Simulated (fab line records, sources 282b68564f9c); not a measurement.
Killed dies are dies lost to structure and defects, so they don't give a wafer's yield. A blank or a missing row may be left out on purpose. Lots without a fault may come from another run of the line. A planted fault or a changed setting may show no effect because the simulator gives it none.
fab line records | flow rit_cmos
record lots=5 wafers=23
route steps=202 shown SPACER@128 NSD@133 PSD@143 SDANNEAL@156 PLDD@159 CONTACT@171 M1@188
start_h: hours from the record's first day to the start of the lot's first wafer shown | wait_h: hours since the lot's step before | " the same as in the row above | L1.1+2: a row that stands for several wafers | - no value, or no start given | * or withheld: withheld | < > ~ a bound
route shown NAME@n: a module of which the file shows steps, and the number in the route of the first | usual: mean/standard deviation of fault-free wafers | same: alike in all rows | chamber/n: place in a boat | sites: the reading at each site | _std_site: their standard deviation | _edge_site: outer sites' mean less inner sites' | radius_mm: how far each site lies from the wafer's centre | mask NAME#n: copy n | behind: the tool/chamber that last shaped the wafer | hold: why the lot was held/for how many hours/how that ended | device: the transistor (n, p or np) that didn't switch | end of line: the same wafers' tests at the end of the route | a step without rows: its recipe alone | killed: dies lost to structure and defects at the first sort, not the wafer's yield | map: a wafer's dies, x killed, . not, _ none there
set.NAME: the setting as run; set.NAME@STEP: as run at that earlier step | model.NAME: the simulator's own value behind a step, which no gauge read
lots whose settings were changed on purpose; a table a step, a row a wafer
## steps
# step RIT_SPACER_CVD_03
# recipe material=Si3N4 target_thk_nm=250 temp_c=810 precursor=SiH2Cl2/NH3 time_s=3300 pressure_mtorr=300 sih2cl2_flow_sccm=60 nh3_flow_sccm=150
# columns lot.wafer tool chamber start_h wait_h set.temp_c model.Si3N4_of_SPACER_CVD_03.thk_nm
L077.1 - - - 0.1 810 249.3
L077.3 " - " " 810 248.8
L077.4 " - " " 810 251.5
L077.5 " - " " 810 251.9
L077.6 " - " " 810 250
L080.1 - - - 0.0 810 250
L080.2+4 " - " " 810 251.1
L080.3 " - " " 810 251
L080.5 " - " " 810 248.8
L081.1 - - - 0.6 828.5 343.2
L081.2 " - " " 828.5 342.6
L081.4 " - " " 828.5 344.9
L081.5 " - " " 828.5 343.5
L081.6 " - " " 828.5 342.3
L083.2 - - - 0.0 794.8 192.4
L083.3 " - " " 794.8 192.3
L083.4 " - " " 794.8 191.8
L083.5 " - " " 794.8 193.1
L083.6 " - " " 794.8 191.7
L084.2 lpcvd-01 0 97.95 0.3 810 247.5
L084.5 " 0 " " 810 248.3
L084.6 " 0 " " 810 249.9
# step RIT_SPACER_THK_MEAS_04
# recipe reads=Si3N4_of_SPACER_CVD_03
# usual SPACER_NITRIDE_THK=250.0/1.5
# columns lot.wafer tool chamber start_h wait_h set.temp_c@SPACER_CVD_03 SPACER_NITRIDE_THK[nm]
L077.1 film_metro-02 - - - 810 249.2
L077.3 " - " " 810 248.7
L077.4 " - " " 810 251.5
L077.5 " - " " 810 252.1
L077.6 " - " " 810 249.9
L080.1 film_metro-02 - - - 810 250.2
L080.2 " - " " 810 251.1
L080.3 " - " " 810 250.8
L080.4 " - " " 810 251.0
L080.5 " - " " 810 248.9
L081.1 film_metro-01 - - - 828.5 343.3
L081.2 " - " " 828.5 342.5
L081.4 " - " " 828.5 344.9
L081.5 " - " " 828.5 343.7
L081.6 " - " " 828.5 342.5
L083.2 film_metro-03 - - - 794.8 192.4
L083.3 " - " " 794.8 192.3
L083.4 " - " " 794.8 191.9
L083.5 " - " " 794.8 193.0
L083.6 " - " " 794.8 191.7
L084.2 film_metro-02 - 100.83 0.0 810 247.5
L084.5 " - " " 810 248.2
L084.6 " - " " 810 249.9
# step RIT_SPACER_ETCHBACK_05
# recipe target_depth_a=2500 SF6_flow_sccm=30 CHF3_flow_sccm=30 target=Si3N4 chemistry=SF6/CHF3 pressure_mtorr=40 rf_w=250 time_s=240 stop_on=SiO2
# usual oes_product_au=0.846/0.012
# columns lot.wafer tool chamber start_h wait_h set.temp_c@SPACER_CVD_03 oes_product_au model.Si3N4_of_SPACER_CVD_03.thk_nm model.etch.depth_nm
L077.1 rie_diel-03 1 63.26 0.1 810 0.820 197.6 249.3
L077.3 " 2 " " 810 0.847 195.6 248.8
L077.4 " 3 " " 810 0.841 196.9 251.5
L077.5 " 1 " " 810 0.822 199.8 251.9
L077.6 " 2 " " 810 0.848 195.7 250
L080.1 rie_diel-04 0 82.95 0.1 810 0.842 195.3 250
L080.2 " 2 " " 810 0.847 196.4 251.1
L080.3 " 1 " " 810 0.862 198.5 251
L080.4 " 3 " " 810 0.849 196.9 251.1
L080.5 " 0 " " 810 0.852 194 248.8
L081.1 rie_diel-02 2 87.27 0.1 828.5 0.995 267.7 318.3
L081.2 " 1 " " 828.5 1.022 269.8 307.5
L081.4 " 0 " " 828.5 1.011 268.8 319
L081.5 " 2 " " 828.5 0.991 268.5 316
L081.6 " 1 " " 828.5 1.016 269.6 307.1
L083.2 rie_diel-04 1 96.63 0.0 794.8 0.720 151.8 192.4
L083.3 " 3 " " 794.8 0.715 150.3 192.3
L083.4 " 0 " " 794.8 0.712 149.3 191.8
L083.5 " 2 " " 794.8 0.704 151.3 193.1
L083.6 " 1 " " 794.8 0.714 151.2 191.7
L084.2 rie_diel-02 2 100.88 0.0 810 0.818 192.9 247.5
L084.5 " 0 " " 810 0.828 193 248.3
L084.6 " 3 " " 810 0.844 194.8 249.9
# step RIT_NSD_SOFTBAKE_02
# recipe resist=NOVOLAK temp_c=90 time_s=60
# columns lot.wafer tool chamber start_h wait_h set.temp_c
L077.1+3+4+5+6 litho_track-03 0 63.71 0.1 90
L080.1+5 litho_track-01 0 83.40 0.1 90
L080.2+3+4 " 0 " " 90.94
L081.1+2+4+5+6 litho_track-01 0 87.72 0.1 90
L083.2+3+4 litho_track-03 0 97.10 0.1 86.69
L083.5+6 " 0 " " 90
L084.2+5+6 litho_track-03 0 101.36 0.1 90
# step RIT_NSD_EXPOSE_03
# recipe mask_id=M9 na=0.57 target_cd_nm=40700 dose_mj=250
# step RIT_NSD_PEB_04
# recipe resist=NOVOLAK temp_c=withheld time_s=withheld
# step RIT_NSD_DEVELOP_05
# recipe resist=NOVOLAK develop_time_s=50 dev_temp_c=23
# columns lot.wafer tool chamber start_h wait_h set.temp_c@NSD_SOFTBAKE_02 model.NOVOLAK_of_NSD_COAT_01.thk_nm
L077.1 litho_track-03 0 - - 90 989.4
L077.3 " 0 " " 90 985.5
L077.4 " 0 " " 90 987.8
L077.5 " 0 " " 90 990.3
L077.6 " 0 " " 90 986.3
L080.1 litho_track-02 0 - - 90 979.7
L080.2 " 0 " " 90.94 977.5
L080.3 " 0 " " 90.94 977.9
L080.4 " 0 " " 90.94 977
L080.5 " 0 " " 90 981
L081.1 litho_track-02 0 - - 90 983.6
L081.2 " 0 " " 90 982
L081.4 " 0 " " 90 986.4
L081.5+6 " 0 " " 90 982.8
L083.2 litho_track-01 0 - - 86.69 996.7
L083.3 " 0 " " 86.69 998.5
L083.4 " 0 " " 86.69 999.4
L083.5 " 0 " " 90 984.5
L083.6 " 0 " " 90 985
L084.2 litho_track-01 0 - - 90 987.5
L084.5 " 0 " " 90 984
L084.6 " 0 " " 90 986.3
# step RIT_PSD_COAT_01
# recipe resist=NOVOLAK spin_rpm=3250 resist_thk_nm=1000
# columns lot.wafer tool chamber start_h wait_h set.resist_thk_nm model.NOVOLAK_of_PSD_COAT_01.thk_nm
L077.1+5 litho_track-02 0 64.98 0.1 1044 1045
L077.3 " 0 " " 1000 995.7
L077.4 " 0 " " 1044 1043
L077.6 " 0 " " 1000 999.4
L080.1 litho_track-02 0 84.80 0.1 1000 991.1
L080.2 " 0 " " 1054 1046
L080.3 " 0 " " 1000 994.1
L080.4 " 0 " " 1054 1047
L080.5 " 0 " " 1054 1048
L081.1 litho_track-02 0 89.11 0.1 1000 1000
L081.2 " 0 " " 1045 1042
L081.4 " 0 " " 1000 1002
L081.5 " 0 " " 1000 997.9
L081.6 " 0 " " 1045 1044
L083.2 litho_track-03 0 98.39 0.1 1000 995.1
L083.3 " 0 " " 1000 995.3
L083.4 " 0 " " 1000 994.2
L083.5 " 0 " " 1000 998.8
L083.6 " 0 " " 1000 995.5
L084.2 litho_track-04 0 102.75 0.1 1000 999.9
L084.5 " 0 " " 1000 1002
L084.6 " 0 " " 1000 998.8
# step RIT_PSD_HARDBAKE_07
# recipe resist=NOVOLAK temp_c=140 time_s=60
# columns lot.wafer tool chamber start_h wait_h set.temp_c set.resist_thk_nm@PSD_COAT_01 model.NOVOLAK_of_PSD_COAT_01.thk_nm
L077.1 litho_track-02 0 65.84 0.0 142.3 1044 919.7
L077.3 " 0 " " 140 1000 880
L077.4 " 0 " " 142.3 1044 918.3
L077.5 " 0 " " 140 1044 922.9
L077.6 " 0 " " 142.3 1000 880.2
L080.1 litho_track-02 0 85.66 0.0 140 1000 875.9
L080.2 " 0 " " 143.3 1054 919.6
L080.3 " 0 " " 140 1000 878.7
L080.4 " 0 " " 140 1054 924.9
L080.5 " 0 " " 143.3 1054 921.3
L081.1 litho_track-04 0 89.85 0.0 140 1000 883.8
L081.2 " 0 " " 137.3 1045 925.3
L081.4 " 0 " " 137.3 1000 889.6
L081.5 " 0 " " 140 1000 882
L081.6 " 0 " " 140 1045 921.9
L083.2 litho_track-03 0 99.31 0.0 138.2 1000 882.3
L083.3 " 0 " " 140 1000 879.7
L083.4 " 0 " " 140 1000 878.6
L083.5 " 0 " " 140 1000 882.8
L083.6 " 0 " " 138.2 1000 882.5
L084.2 litho_track-03 0 103.49 0.0 140 1000 883.7
L084.5 " 0 " " 140 1000 885.9
L084.6 " 0 " " 140 1000 882.7
# step RIT_SDANNEAL_RTA_03
# recipe temp_c=1050 time_s=5 idle_temp_c=600 ramp_up_c_per_s=342 ramp_down_c_per_s=171 cool_to_c=600 ambient=N2
# columns lot.wafer tool chamber start_h wait_h set.time_s
L077.1+5+6 rtp_anneal-02 0 66.83 0.0 4.548
L077.3+4 " 0 " " 5
L080.1+2+3+4+5 rtp_anneal-01 0 86.56 0.0 5
L081.1+2+4 rtp_anneal-02 0 90.78 0.0 5
L081.5+6 " 0 " " 4.636
L083.2+3+5 rtp_anneal-02 0 100.20 0.0 5
L083.4+6 " 0 " " 5.697
L084.2+5+6 rtp_anneal-01 0 104.41 0.0 5
# step RIT_SDANNEAL_RS_MEAS_04
# recipe thk_meas_gauge=four-point-probe
# usual PSD_RS=116.9/0.31
# columns lot.wafer tool chamber start_h wait_h set.time_s@SDANNEAL_RTA_03 PSD_RS[ohm/sq]
L077.1 film_metro-02 - 66.89 0.0 4.548 117.5
L077.3 " - " " 5 116.4
L077.4 " - " " 5 116.5
L077.5 " - " " 4.548 117.6
L077.6 " - " " 4.548 117.8
L080.1 film_metro-02 - 86.62 0.0 5 116.4
L080.2 " - " " 5 116.7
L080.3 " - " " 5 116.7
L080.4 " - " " 5 116.7
L080.5 " - " " 5 116.5
L081.1 film_metro-04 - 90.90 0.1 5 116.4
L081.2 " - " " 5 116.6
L081.4 " - " " 5 116.8
L081.5 " - " " 4.636 117.8
L081.6 " - " " 4.636 117.5
L083.2 film_metro-03 - 100.27 0.1 5 117.3
L083.3 " - " " 5 117.2
L083.4 " - " " 5.697 114.8
L083.5 " - " " 5 117.3
L083.6 " - " " 5.697 115.2
L084.2 film_metro-02 - 104.48 0.1 5 117.2
L084.5 " - " " 5 116.9
L084.6 " - " " 5 117.3
# step RIT_SDANNEAL_RS_MEAS_06
# recipe thk_meas_gauge=four-point-probe
# usual PLDD_RS=178.7/0.55
# columns lot.wafer tool chamber start_h wait_h set.dose_cm2@PLDD_IMPLANT_08 PLDD_RS[ohm/sq]
L077.1 film_metro-02 - 67.13 0.1 9e+14 179.9
L077.3 " - " " 9.239e+14 176.5
L077.4 " - " " 9.239e+14 176.1
L077.5 " - " " 9e+14 179.8
L077.6 " - " " 9.239e+14 177.6
L080.1 film_metro-02 - 86.86 0.1 9e+14 178.1
L080.2 " - " " 9e+14 178.3
L080.3 " - " " 9e+14 178.1
L080.4 " - " " 9e+14 178.4
L080.5 " - " " 9e+14 178.6
L081.1 film_metro-04 - 91.14 0.1 9e+14 177.8
L081.2 " - " " 9e+14 178.3
L081.4 " - " " 9e+14 178.3
L081.5 " - " " 9e+14 179.3
L081.6 " - " " 9e+14 179.1
L083.2 film_metro-03 - 100.51 0.1 8.479e+14 185.5
L083.3 " - " " 9e+14 179.7
L083.4 " - " " 9e+14 177.2
L083.5 " - " " 8.479e+14 185.1
L083.6 " - " " 9e+14 177.6
L084.2 film_metro-02 - 104.72 0.1 9e+14 179.5
L084.5 " - " " 9e+14 178.7
L084.6 " - " " 9e+14 179.3
# step RIT_CONTACT_COAT_03
# recipe resist=NOVOLAK spin_rpm=3250 resist_thk_nm=1000
# columns lot.wafer tool chamber start_h wait_h set.spin_rpm model.NOVOLAK_of_CONTACT_COAT_03.thk_nm
L077.1 litho_track-01 0 68.15 0.1 3046 1032
L077.3 " 0 " " 3046 1031
L077.4 " 0 " " 3250 998.7
L077.5 " 0 " " 3250 999.5
L077.6 " 0 " " 3250 1002
L080.1 litho_track-03 0 87.95 0.1 3250 999.6
L080.2 " 0 " " 3250 999.4
L080.3 " 0 " " 3159 1012
L080.4 " 0 " " 3250 997.3
L080.5 " 0 " " 3159 1015
L081.1 litho_track-03 0 92.22 0.1 3250 997.7
L081.2 " 0 " " 3250 997.8
L081.4 " 0 " " 3250 1002
L081.5 " 0 " " 3250 998.2
L081.6 " 0 " " 3250 996.5
L083.2 litho_track-04 0 101.53 0.1 3250 999.6
L083.3+4 " 0 " " 3250 1000
L083.5 " 0 " " 3250 996.6
L083.6 " 0 " " 3250 997.2
L084.2 litho_track-01 0 105.74 0.1 3250 995.3
L084.5+6 " 0 " " 3250 995.4
# step RIT_CONTACT_DEVELOP_07
# recipe resist=NOVOLAK develop_time_s=120 dev_temp_c=23
# columns lot.wafer tool chamber start_h wait_h set.develop_time_s
L077.1+6 litho_track-03 0 - - 133.2
L077.3+4+5 " 0 " " 120
L080.1+2+3+4+5 litho_track-03 0 - - 120
L081.1+2 litho_track-04 0 - - 102.1
L081.4+5+6 " 0 " " 120
L083.2+5 litho_track-04 0 - - 120
L083.3+4+6 " 0 " " 125.7
L084.2+5+6 litho_track-04 0 - - 120
# step RIT_CONTACT_CD_MEAS_08
# recipe target_cd_nm=1000
# usual cd_nm=1000.2/2.6
# columns lot.wafer tool chamber start_h wait_h set.develop_time_s@CONTACT_DEVELOP_07 cd_nm
L077.1 cd_sem-01 - 69.09 - 133.2 1009.0
L077.3 " - " " 120 998.8
L077.4 " - " " 120 1004.5
L077.5 " - " " 120 1001.6
L077.6 " - " " 133.2 1012.1
L080.1 cd_sem-01 - 88.77 - 120 1003.8
L080.2 " - " " 120 1001.0
L080.3 " - " " 120 1002.4
L080.4 " - " " 120 1002.2
L080.5 " - " " 120 1000.7
L081.1 cd_sem-02 - 93.09 - 102.1 985.6
L081.2 " - " " 102.1 985.0
L081.4 " - " " 120 999.2
L081.5 " - " " 120 999.6
L081.6 " - " " 120 999.5
L083.2 cd_sem-01 - 102.47 - 120 1003.6
L083.3 " - " " 125.7 1008.1
L083.4 " - " " 125.7 1007.1
L083.5 " - " " 120 1004.0
L083.6 " - " " 125.7 1009.2
L084.2 cd_sem-01 - 106.68 - 120 996.3
L084.5 " - " " 120 999.0
L084.6 " - " " 120 995.4
# step RIT_CONTACT_HARDBAKE_10
# recipe resist=NOVOLAK temp_c=140 time_s=60
# columns lot.wafer tool chamber start_h wait_h set.spin_rpm@CONTACT_COAT_03 model.NOVOLAK_of_CONTACT_COAT_03.thk_nm
L077.1 litho_track-01 0 69.25 0.0 3046 911.4
L077.3 " 0 " " 3046 910.4
L077.4 " 0 " " 3250 882.2
L077.5 " 0 " " 3250 882.9
L077.6 " 0 " " 3250 885.1
L080.1 litho_track-03 0 88.92 0.0 3250 883
L080.2 " 0 " " 3250 882.8
L080.3 " 0 " " 3159 894
L080.4 " 0 " " 3250 881
L080.5 " 0 " " 3159 896
L081.1 litho_track-01 0 93.25 0.0 3250 881.4
L081.2 " 0 " " 3250 881.5
L081.4 " 0 " " 3250 885.2
L081.5 " 0 " " 3250 881.8
L081.6 " 0 " " 3250 880.2
L083.2 litho_track-03 0 102.67 0.1 3250 883
L083.3+4 " 0 " " 3250 883.3
L083.5 " 0 " " 3250 880.4
L083.6 " 0 " " 3250 880.8
L084.2 litho_track-01 0 106.84 0.0 3250 879.1
L084.5+6 " 0 " " 3250 879.3
# step RIT_CONTACT_ETCH_11
# recipe target_depth_a=4800 over_etch_frac=0.2 stop_on=TiSi2 chemistry=CHF3/CF4/Ar target=SiO2 CHF3_flow_sccm=50 cf4_flow_sccm=10 Ar_flow_sccm=100 O2_flow_sccm=5 pressure_mtorr=100 rf_w=200 time_s=320
# columns lot.wafer tool chamber start_h wait_h set.spin_rpm@CONTACT_COAT_03 set.develop_time_s@CONTACT_DEVELOP_07 model.NOVOLAK_of_CONTACT_COAT_03.thk_nm model.CONTACT.cd_nm
L077.1 rie_diel-03 2 69.40 0.1 3046 133.2 793.5 1009
L077.3 " 1 " " 3046 120 800.8 998.5
L077.4 " 3 " " 3250 120 765.9 1005
L077.5 " 1 " " 3250 120 773.5 1002
L077.6 " 2 " " 3250 133.2 767.9 1012
L080.1 rie_diel-01 2 89.07 0.1 3250 120 758.3 1004
L080.2 " 3 " " 3250 120 763.9 1002
L080.3 " 1 " " 3159 120 780.8 1002
L080.4 " 0 " " 3250 120 770.3 1002
L080.5 " 3 " " 3159 120 776.2 1001
L081.1 rie_diel-02 2 93.40 0.1 3250 102.1 764.8 985.6
L081.2 " 1 " " 3250 102.1 769.4 984.1
L081.4 " 0 " " 3250 120 771.8 999.4
L081.5 " 2 " " 3250 120 764.7 999.4
L081.6 " 3 " " 3250 120 756.8 1000
L083.2 rie_diel-03 1 102.79 0.1 3250 120 773.2 1003
L083.3 " 2 " " 3250 125.7 764.9 1008
L083.4 " 0 " " 3250 125.7 770.5 1007
L083.5 " 1 " " 3250 120 770.5 1004
L083.6 " 2 " " 3250 125.7 760.9 1009
L084.2 rie_diel-02 0 106.97 0.1 3250 120 764.4 996.2
L084.5 " 3 " " 3250 120 756.9 998.3
L084.6 " 2 " " 3250 120 762.7 995.6
# step RIT_CONTACT_STRIP_12
# recipe chemistry=O2 time_s=180 resist=NOVOLAK platen_temp_c=withheld power_w=500 pressure_mtorr=4000 o2_flow_sccm=4000
# step RIT_CONTACT_CD_MEAS_90
# recipe target_cd_nm=1000
# usual cd_nm=1000.2/2.5
# columns lot.wafer tool chamber start_h wait_h set.develop_time_s@CONTACT_DEVELOP_07 cd_nm
L077.1 cd_sem-02 - 69.77 0.1 133.2 1009.3
L077.3 " - " " 120 998.1
L077.4 " - " " 120 1004.7
L077.5 " - " " 120 1001.6
L077.6 " - " " 133.2 1012.4
L080.1 cd_sem-02 - 89.44 0.1 120 1004.2
L080.2 " - " " 120 1001.4
L080.3 " - " " 120 1001.5
L080.4 " - " " 120 1002.1
L080.5 " - " " 120 1000.6
L081.1 cd_sem-02 - 93.77 0.1 102.1 985.8
L081.2 " - " " 102.1 984.0
L081.4 " - " " 120 999.3
L081.5 " - " " 120 999.5
L081.6 " - " " 120 1000.1
L083.2 cd_sem-01 - 103.18 0.1 120 1003.4
L083.3 " - " " 125.7 1008.4
L083.4 " - " " 125.7 1006.5
L083.5 " - " " 120 1003.5
L083.6 " - " " 125.7 1009.6
L084.2 cd_sem-02 - 107.36 0.1 120 996.3
L084.5 " - " " 120 998.4
L084.6 " - " " 120 995.6
# step RIT_M1_COAT_04
# recipe resist=NOVOLAK spin_rpm=2000 resist_thk_nm=1300
# columns lot.wafer tool chamber start_h wait_h set.resist_thk_nm model.NOVOLAK_of_M1_COAT_04.thk_nm
L077.1+3 litho_track-01 0 71.07 0.1 1333 1334
L077.4 " 0 " " 1300 1299
L077.5 " 0 " " 1333 1333
L077.6 " 0 " " 1300 1304
L080.1 litho_track-04 0 90.55 0.1 1300 1303
L080.2 " 0 " " 1346 1352
L080.3 " 0 " " 1346 1350
L080.4 " 0 " " 1346 1351
L080.5 " 0 " " 1300 1304
L081.1 litho_track-04 0 94.90 0.1 1300 1306
L081.2 " 0 " " 1235 1242
L081.4 " 0 " " 1235 1243
L081.5 " 0 " " 1300 1311
L081.6 " 0 " " 1235 1248
L083.2 litho_track-01 0 104.28 0.1 1375 1372
L083.3 " 0 " " 1375 1375
L083.4+5 " 0 " " 1300 1301
L083.6 " 0 " " 1300 1303
L084.2 litho_track-02 0 108.47 0.1 1300 1292
L084.5 " 0 " " 1300 1294
L084.6 " 0 " " 1300 1297
# step RIT_M1_DEVELOP_08
# recipe resist=NOVOLAK develop_time_s=68 dev_temp_c=23
# columns lot.wafer tool chamber start_h wait_h set.develop_time_s
L077.1+4 litho_track-02 0 - - 61.29
L077.3+5+6 " 0 " " 68
L080.1+2+3+4+5 litho_track-01 0 - - 68
L081.1+5+6 litho_track-02 0 - - 68
L081.2+4 " 0 " " 63.52
L083.2+3+4+5+6 litho_track-01 0 - - 68
L084.2+5+6 litho_track-04 0 - - 68
# step RIT_M1_HARDBAKE_11
# recipe resist=NOVOLAK temp_c=140 time_s=120
# columns lot.wafer tool chamber start_h wait_h set.resist_thk_nm@M1_COAT_04 model.NOVOLAK_of_M1_COAT_04.thk_nm
L077.1 litho_track-02 0 71.96 0.0 1333 1167
L077.3+5 " 0 " " 1333 1166
L077.4 " 0 " " 1300 1136
L077.6 " 0 " " 1300 1140
L080.1 litho_track-04 0 91.44 0.0 1300 1139
L080.2 " 0 " " 1346 1182
L080.3+4 " 0 " " 1346 1180
L080.5 " 0 " " 1300 1140
L081.1 litho_track-04 0 95.79 0.0 1300 1142
L081.2+4 " 0 " " 1235 1087
L081.5 " 0 " " 1300 1146
L081.6 " 0 " " 1235 1092
L083.2 litho_track-01 0 105.35 0.1 1375 1199
L083.3 " 0 " " 1375 1202
L083.4+5 " 0 " " 1300 1138
L083.6 " 0 " " 1300 1139
L084.2 litho_track-04 0 109.37 0.1 1300 1130
L084.5 " 0 " " 1300 1132
L084.6 " 0 " " 1300 1134
## key
split step=RIT_SPACER_CVD_03 setting=temp_c stated=810 by=lot
response step=RIT_SPACER_CVD_03 reading=model.Si3N4_of_SPACER_CVD_03.thk_nm change=+36.6 per=1% r=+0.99
response step=RIT_SPACER_THK_MEAS_04 reading=SPACER_NITRIDE_THK change=+36.6 per=1% r=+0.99
response step=RIT_SPACER_ETCHBACK_05 reading=oes_product_au change=+0.0708 per=1% r=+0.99
response step=RIT_SPACER_ETCHBACK_05 reading=model.Si3N4_of_SPACER_CVD_03.thk_nm change=+28.6 per=1% r=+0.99
response step=RIT_SPACER_ETCHBACK_05 reading=model.etch.depth_nm change=+29.1 per=1% r=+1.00
split step=RIT_NSD_SOFTBAKE_02 setting=temp_c stated=90 by=wafer
response step=RIT_NSD_DEVELOP_05 reading=model.NOVOLAK_of_NSD_COAT_01.thk_nm change=-3.59 per=1% r=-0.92
split step=RIT_PSD_COAT_01 setting=resist_thk_nm stated=1000 by=wafer
response step=RIT_PSD_COAT_01 reading=model.NOVOLAK_of_PSD_COAT_01.thk_nm change=+10.1 per=1% r=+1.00
response step=RIT_PSD_HARDBAKE_07 reading=model.NOVOLAK_of_PSD_COAT_01.thk_nm change=+8.59 per=1% r=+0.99
split step=RIT_PSD_HARDBAKE_07 setting=temp_c stated=140 by=wafer
response none clear
split step=RIT_SDANNEAL_RTA_03 setting=time_s stated=5 by=wafer
response step=RIT_SDANNEAL_RS_MEAS_04 reading=PSD_RS change=-0.153 per=1% r=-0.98
split step=RIT_CONTACT_COAT_03 setting=spin_rpm stated=3250 by=wafer
response step=RIT_CONTACT_COAT_03 reading=model.NOVOLAK_of_CONTACT_COAT_03.thk_nm change=-5.04 per=1% r=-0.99
response step=RIT_CONTACT_HARDBAKE_10 reading=model.NOVOLAK_of_CONTACT_COAT_03.thk_nm change=-4.41 per=1% r=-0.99
response step=RIT_CONTACT_ETCH_11 reading=model.NOVOLAK_of_CONTACT_COAT_03.thk_nm change=-4.57 per=1% r=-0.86
split step=RIT_CONTACT_DEVELOP_07 setting=develop_time_s stated=120 by=wafer
response step=RIT_CONTACT_CD_MEAS_08 reading=cd_nm change=+0.9 per=1% r=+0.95
response step=RIT_CONTACT_ETCH_11 reading=model.CONTACT.cd_nm change=+0.948 per=1% r=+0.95
response step=RIT_CONTACT_CD_MEAS_90 reading=cd_nm change=+0.945 per=1% r=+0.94
split step=RIT_M1_COAT_04 setting=resist_thk_nm stated=1300 by=wafer
response step=RIT_M1_COAT_04 reading=model.NOVOLAK_of_M1_COAT_04.thk_nm change=+12.8 per=1% r=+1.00
response step=RIT_M1_HARDBAKE_11 reading=model.NOVOLAK_of_M1_COAT_04.thk_nm change=+11 per=1% r=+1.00
split step=RIT_M1_DEVELOP_08 setting=develop_time_s stated=68 by=wafer
response none clear
split outside_this_file step=RIT_PLDD_IMPLANT_08 setting=dose_cm2
# split outside_this_file: this setting was split too, and the file shows its column; the key of that split is in another file
